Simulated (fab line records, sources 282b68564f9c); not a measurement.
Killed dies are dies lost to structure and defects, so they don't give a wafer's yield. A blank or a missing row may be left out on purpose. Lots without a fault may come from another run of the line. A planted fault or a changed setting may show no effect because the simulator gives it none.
Tool commonality check | flow rit_cmos | 14 lots, 42 wafers sampled

WHY IT WAS OPENED
At RIT_ACTIVE_THK_MEAS_02 the reading ACTIVE_OXIDE_THK is flagged on 2 of 14 lots. Wafers without a fault read 46.5 nm, standard deviation 0.8.
Rule: a lot is flagged when every wafer of it that has a number lies more than 4 standard deviations from that mean, or none has a number. The other lots count as sound.

lot  | measured    | on            | ACTIVE_OXIDE_THK (nm), wafer by wafer | flag
L559 | day 1 19:02 | film_metro-03 | 45.5 45.4 45.9                        |
L560 | day 1 22:24 | film_metro-04 | 46.2 46.4 46.8                        |
L561 | day 2 04:28 | film_metro-03 | 46.8 47.9 47.2                        |
L562 | day 2 08:03 | film_metro-03 | 47.0 47.0 46.7                        |
L563 | day 2 14:49 | film_metro-03 | 46.2 46.3 47.1                        |
L564 | day 2 20:53 | film_metro-03 | 47.2 46.7 47.4                        |
L565 | day 3 05:14 | film_metro-01 | 46.8 47.0 47.9                        |
L567 | day 3 12:14 | film_metro-03 | 46.4 46.3 47.1                        |
L570 | day 4 01:38 | film_metro-03 | 46.3 46.8 45.9                        |
L574 | day 4 20:22 | film_metro-01 | 59.9 59.7 59.5                        | FLAGGED
L576 | day 5 06:04 | film_metro-04 | 46.7 46.3 46.8                        |
L577 | day 5 11:03 | film_metro-01 | 59.3 58.8 59.1                        | FLAGGED
L578 | day 5 16:03 | film_metro-01 | 46.7 46.5 47.4                        |
L580 | day 6 02:05 | film_metro-04 | 46.6 45.9 45.9                        |
The numbers of the flagged lots are 59.4 nm on average: +12.9 nm against the usual, or +16 standard deviations.

WHICH TOOL RAN EACH LOT
The record holds 1 process step before the reading, out of a route of 202 steps. In each cell: the tool, then ch and the chambers that the sampled wafers went through, then the start.
lot  | flag    | RIT_ACTIVE_OXIDATION_01
L559 |         | furnace-01 ch 0, day 1 17:06
L560 |         | furnace-04 ch 0, day 1 20:28
L561 |         | furnace-04 ch 0, day 2 02:32
L562 |         | furnace-01 ch 0, day 2 06:07
L563 |         | furnace-04 ch 0, day 2 12:52
L564 |         | furnace-04 ch 0, day 2 18:56
L565 |         | furnace-04 ch 0, day 3 03:17
L567 |         | furnace-04 ch 0, day 3 10:17
L570 |         | furnace-04 ch 0, day 3 23:41
L574 | FLAGGED | furnace-01 ch 0, day 4 18:25
L576 |         | furnace-02 ch 0, day 5 04:07
L577 | FLAGGED | furnace-01 ch 0, day 5 09:07
L578 |         | furnace-02 ch 0, day 5 14:07
L580 |         | furnace-02 ch 0, day 6 00:07
What these steps do:
- RIT_ACTIVE_OXIDATION_01: target thk 46.8 nm, ox time 3360 s.
- RIT_ACTIVE_THK_MEAS_02

FLAGGED OVER TOTAL, TOOL BY TOOL (the gauges that took the reading come last)
step                    | tool          | lots run | flagged | share of the flagged lots | sound lots run after its first flagged lot
RIT_ACTIVE_OXIDATION_01 | furnace-01    | 4        | 2       | all                       | 0
RIT_ACTIVE_OXIDATION_01 | furnace-02    | 3        | 0       | none                      | -
RIT_ACTIVE_OXIDATION_01 | furnace-04    | 7        | 0       | none                      | -
RIT_ACTIVE_THK_MEAS_02  | film_metro-01 | 4        | 2       | all                       | 1 (L578)
RIT_ACTIVE_THK_MEAS_02  | film_metro-03 | 7        | 0       | none                      | -
RIT_ACTIVE_THK_MEAS_02  | film_metro-04 | 3        | 0       | none                      | -

WHAT THE TABLE ALLOWS
2 rows of the table ran every flagged lot: furnace-01 at RIT_ACTIVE_OXIDATION_01, film_metro-01 at RIT_ACTIVE_THK_MEAS_02.
- furnace-01 at RIT_ACTIVE_OXIDATION_01: 2 of its 4 lots flagged. Its last sound lot is L562 (day 2 06:07), its first flagged lot L574 (day 4 18:25): a fault that began between those two fits. Its own readings lie more than 4 standard deviations out on every wafer of the flagged lots: spike_tc_centre_C, spike_tc_load_C, spike_tc_source_C, tube_center_temp_C, tube_center_temp_C_max.
- film_metro-01 at RIT_ACTIVE_THK_MEAS_02: 2 of its 4 lots flagged. Sound lots ran on it after the first flagged one (L578), which a lasting fault on the whole tool wouldn't allow.
One tool is left: furnace-01 at RIT_ACTIVE_OXIDATION_01.

WHAT THE SIMULATOR HAD PUT IN
Process parameter drift: furnace-01, from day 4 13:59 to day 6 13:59, at RIT_ACTIVE_OXIDATION_01. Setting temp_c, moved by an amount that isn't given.
Lots struck among those shown: L574, L577. The rule above found the same.
